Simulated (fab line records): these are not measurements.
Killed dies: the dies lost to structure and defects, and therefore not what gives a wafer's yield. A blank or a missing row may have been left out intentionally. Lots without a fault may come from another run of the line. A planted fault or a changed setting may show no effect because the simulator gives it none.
Comparing a struck lot with a sound one + flow rit cmos + 32 steps out of a route of 202
Sound: wafers L285.1, L285.2, L285.3. Struck: wafers L296.3, L296.4, L296.5. Last of all comes the cause.
Each step with rows lists, per side, the tool, then ch with its chambers, then its first start. Under that, the readings that differ: sound wafers + struck wafers + difference of the means + sigmas: that difference in standard deviations of wafers without a fault.
alike: readings with means less than 2 such deviations apart, plus words and numbers identical on both sides. not compared: withheld readings, readings lacking a value on some wafer, bounds such as >300 that could conceal the same value, and numbers that have no deviation in the record and whose values overlap.
The two part at a step that has a row with sigmas, a row that says differs or no value, or rows on one side only. Non-overlapping numbers with no deviation appear without sigmas and do not part them. Lack of a reading on every wafer of one side parts them only where that side has two or more wafers.

RIT_NRETRO_TW_MEAS_10:
  sound on film metro-02 at day 2 07:03; struck on film metro-03 at day 4 14:40
| reading   | sound          | struck         | difference | sigmas |
|-----------|----------------|----------------|------------|--------|
| NRETRO_TW | 1065 1057 1062 | 1036 1045 1045 | -19        | -2     |
then, 6 steps without rows for these wafers: RIT_PRETRO_HMDS_00 (prime time 60 s); RIT_PRETRO_COAT_01 (resist thk 1300 nm); RIT_PRETRO_SOFTBAKE_02 (time 60 s); RIT_PRETRO_EXPOSE_03 (exposes mask M5, target cd 43700 nm); RIT_PRETRO_PEB_04; RIT_PRETRO_DEVELOP_05 (develop time 68 s).
RIT_PRETRO_OVL_MEAS_06:
  sound on overlay-01 at day 2 07:59; struck on overlay-01 at day 4 15:35
  alike: PRETRO_OVL
then, 2 steps without rows for these wafers: RIT_PRETRO_HARDBAKE_07 (time 120 s); RIT_PRETRO_IMPLANT_08.
RIT_PRETRO_STRIP_09: strips in O2, time 180 s.
  sound on plasma asher-01 ch 0,1, day 2 08:25; struck on plasma asher-04 ch 0,1, day 4 16:04
  alike: drypump motor current A
  not compared: rf hours counter h
RIT_PRETRO_TW_MEAS_10:
  sound on film metro-02 at day 2 08:36; struck on film metro-02 at day 4 16:13
  alike: PRETRO_TW
RIT_GATE_WET_ETCH_00: etches SiO2 in BOE, target depth 56 nm, time 60 s.
  sound on wet bench-02 ch 2, day 2 08:40; struck on wet bench-03 ch 2, day 4 16:15
  no value came back on the struck wafers for bath heat duty pct (%), run length s (s); on the sound wafers bath heat duty pct (%) reads 2.0 1.9 1.6
| reading                                       | sound           | struck          | difference | sigmas |
|-----------------------------------------------|-----------------|-----------------|------------|--------|
| model.SiO2_of_FOX2_OXIDATION_00.thk nm (nm)   | 267.4 270 269.7 | 328 325.9 323.4 | +57        |        |
| model.SiO2_of_ACTIVE_OXIDATION_01.thk nm (nm) | 0 0 0           | 41 40.84 41.06  | +41        |        |
then, 4 steps without rows for these wafers: RIT_GATE_CLEAN_01 (cleans in SC1, time 600 s); RIT_GATE_CLEAN_02 (cleans in dHF, time 30 s); RIT_GATE_CLEAN_03 (cleans in SC2, time 600 s); RIT_GATE_CLEAN_04 (cleans in dHF, time 60 s).
RIT_FOX2_THK_MEAS_91:
  sound on film metro-04 at day 2 09:15; struck on film metro-02 at day 4 16:42
| reading                     | sound       | struck      | difference | sigmas |
|-----------------------------|-------------|-------------|------------|--------|
| FIELD_OXIDE_LEFT_2_THK (nm) | 255 258 258 | 316 314 311 | +57        | +9     |
then, 9 steps without rows for these wafers: RIT_GATE_OXIDATION_05 (target thk 3 nm, ox time 270 s); RIT_GATE_ANNEAL_06 (time 600 s); RIT_GATE_CVD_08 (deposits poly-Si from SiH4, target thk 250 nm, time 2220 s); RIT_GATE_HMDS_10 (prime time 60 s); RIT_GATE_COAT_11 (resist thk 850 nm); RIT_GATE_SOFTBAKE_12 (time 60 s); RIT_GATE_EXPOSE_13 (exposes mask M6, target cd 150 nm); RIT_GATE_PEB_14; RIT_GATE_DEVELOP_15 (develop time 50 s).
RIT_GATE_CD_MEAS_16: target cd 150 nm.
  sound on cd sem-02 at day 2 13:13; struck on cd sem-02 at day 4 23:08
  alike: cd nm
RIT_GATE_OVL_MEAS_17:
  sound on overlay-01 at day 2 13:20; struck on overlay-02 at day 4 23:14
  alike: GATE_OVL
then, 1 step without rows for these wafers: RIT_GATE_HARDBAKE_18 (time 60 s).
RIT_GATE_ETCH_19: etches poly-Si in SF6/CHF3/O2, stops on SiO2, time 165 s, target depth 312.5 nm.
  sound on rie si-02 ch 0,1,2, day 2 13:37; struck on rie si-01 ch 0,3, day 4 23:32
| reading                                     | sound             | struck            | difference | sigmas |
|---------------------------------------------|-------------------|-------------------|------------|--------|
| model.SiO2_of_FOX2_OXIDATION_00.thk nm (nm) | 244.6 247.1 246.7 | 305.4 303.2 300.4 | +56.9      |        |
  alike: CHF3_flow_sccm, O2_flow_sccm, drypump motor current A, oes product au, throttle valve pct
  not compared: rf hours counter h
RIT_GATE_STRIP_20: strips in O2, time 180 s.
  sound on plasma asher-01 ch 0,1, day 2 13:43; struck on plasma asher-01 ch 0,1, day 4 23:42
  alike: drypump motor current A
  not compared: rf hours counter h

WHERE THEY PART
Earliest at RIT_NRETRO_TW_MEAS_10; latest, in this record, at RIT_FOX2_THK_MEAS_91. Later steps at which nothing parts them and some readings are alike: RIT_GATE_CD_MEAS_16, RIT_GATE_OVL_MEAS_17, RIT_GATE_ETCH_19, RIT_GATE_STRIP_20.

WHY: what the simulator had put in
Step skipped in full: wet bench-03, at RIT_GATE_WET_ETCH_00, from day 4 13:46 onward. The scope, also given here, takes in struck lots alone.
